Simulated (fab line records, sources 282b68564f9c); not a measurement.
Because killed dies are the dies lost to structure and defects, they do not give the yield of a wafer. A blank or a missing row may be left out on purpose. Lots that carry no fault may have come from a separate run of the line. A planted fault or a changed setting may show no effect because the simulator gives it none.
A struck lot beside a sound one / flow rit_cmos / 18 out of 202 route steps
Sound: wafers L199.1, L199.3, L199.4. Wafers struck: L186.2, L186.3, L186.5. Last of all comes the cause.
At each step with rows: each side's tool, then ch and its chambers, then its first start. Under that, the readings that differ: sound wafers / struck wafers / difference of the means / sigmas: that difference in standard deviations of wafers without a fault.
alike: same words and numbers on both sides, and readings whose means sit less than 2 such deviations apart. not compared: any withheld reading, any reading some wafer has no value for, any bound like >300 that may hide the same value, and any number with overlapping values for which the record gives no deviation.
The two part at a step that has a row with sigmas, a row that says differs or no value, or rows on one side only. Numbers that have no deviation but don't overlap get no sigmas and don't part them. Lack of a reading on every wafer of one side parts them only where that side has two or more wafers.

first, 1 step without rows for these wafers: RIT_PLDD_IMPLANT_08.
RIT_PLDD_STRIP_09: strips in O2, time 180 s.
  sound on plasma_asher-03 ch 0,1, day 7 14:48; struck on plasma_asher-01 ch 0,1, day 4 21:52
  alike: drypump_motor_current_A
  not compared: rf_hours_counter_h
RIT_PLDD_TW_MEAS_10:
  struck on film_metro-02, day 4 22:03; sound on film_metro-03, day 7 14:58
reading=PLDD_TW; sound=2374 2363 2382; struck=2301 2300 2305; difference=-71; sigmas=-3
then, 4 steps without rows for these wafers: RIT_SPACER_CLEAN_00 (cleans in SC1, time 600 s); RIT_SPACER_CLEAN_01 (cleans in dHF, time 30 s); RIT_SPACER_CLEAN_02 (cleans in SC2, time 600 s); RIT_SPACER_CVD_03 (deposits Si3N4 from SiH2Cl2/NH3, target thk 250 nm, time 3300 s).
RIT_SPACER_THK_MEAS_04:
  struck on film_metro-03, day 5 00:23; sound on film_metro-04, day 7 18:19
  alike: SPACER_NITRIDE_THK
RIT_SPACER_ETCHBACK_05: etches Si3N4 in SF6/CHF3, stops on SiO2, target depth 250 nm, time 240 s.
  sound on rie_diel-03 ch 0,1,3, day 7 18:23; struck on rie_diel-02 ch 0,2, day 5 00:26
  alike: drypump_motor_current_A, oes_product_au, rf_fwd_power_W, throttle_valve_pct
  not compared: rf_hours_counter_h
then, 3 steps without rows for these wafers: RIT_NSD_HMDS_00 (prime time 60 s); RIT_NSD_COAT_01 (resist thk 1000 nm); RIT_NSD_SOFTBAKE_02 (time 60 s).
RIT_NSD_EXPOSE_03: exposes mask M9, target cd 40700 nm.
  sound on iline_stepper-01 ch 0, day 7 18:59; struck on iline_stepper-02 ch 0, day 5 01:04
reading=model.NSD.overlay_x_nm (nm); sound=-0.189 -0.189 -0.189; struck=420 420 420; difference=+420; sigmas=
  alike: mask
then, 2 steps without rows for these wafers: RIT_NSD_PEB_04; RIT_NSD_DEVELOP_05 (develop time 50 s).
RIT_NSD_OVL_MEAS_06:
  struck on overlay-02, day 5 01:27; sound on overlay-01, day 7 19:23
reading=NSD_OVL (nm); sound=-0.8 -0.3 -0.4; struck=421.4 420.3 420.3; difference=+421.2; sigmas=+99 or more
then, 1 step without rows for these wafers: RIT_NSD_HARDBAKE_07 (time 60 s).
RIT_M1_PROBE_99:
  struck on prober-01, day 5 11:38; sound on prober-02, day 8 05:21
reading=model.etest.select_edge_diode_n.over_limit; sound=0 0 0; struck=1 1 1; difference=+1; sigmas=
  alike: killed_at_contacts, killed_at_front_end, killed_dies, killed_open, killed_short

WHERE THEY PART
Earliest at RIT_PLDD_TW_MEAS_10; latest, in this record, at RIT_NSD_OVL_MEAS_06. Later steps at which nothing parts them and some readings are alike: RIT_M1_PROBE_99.

WHY: what had been put in by the simulator
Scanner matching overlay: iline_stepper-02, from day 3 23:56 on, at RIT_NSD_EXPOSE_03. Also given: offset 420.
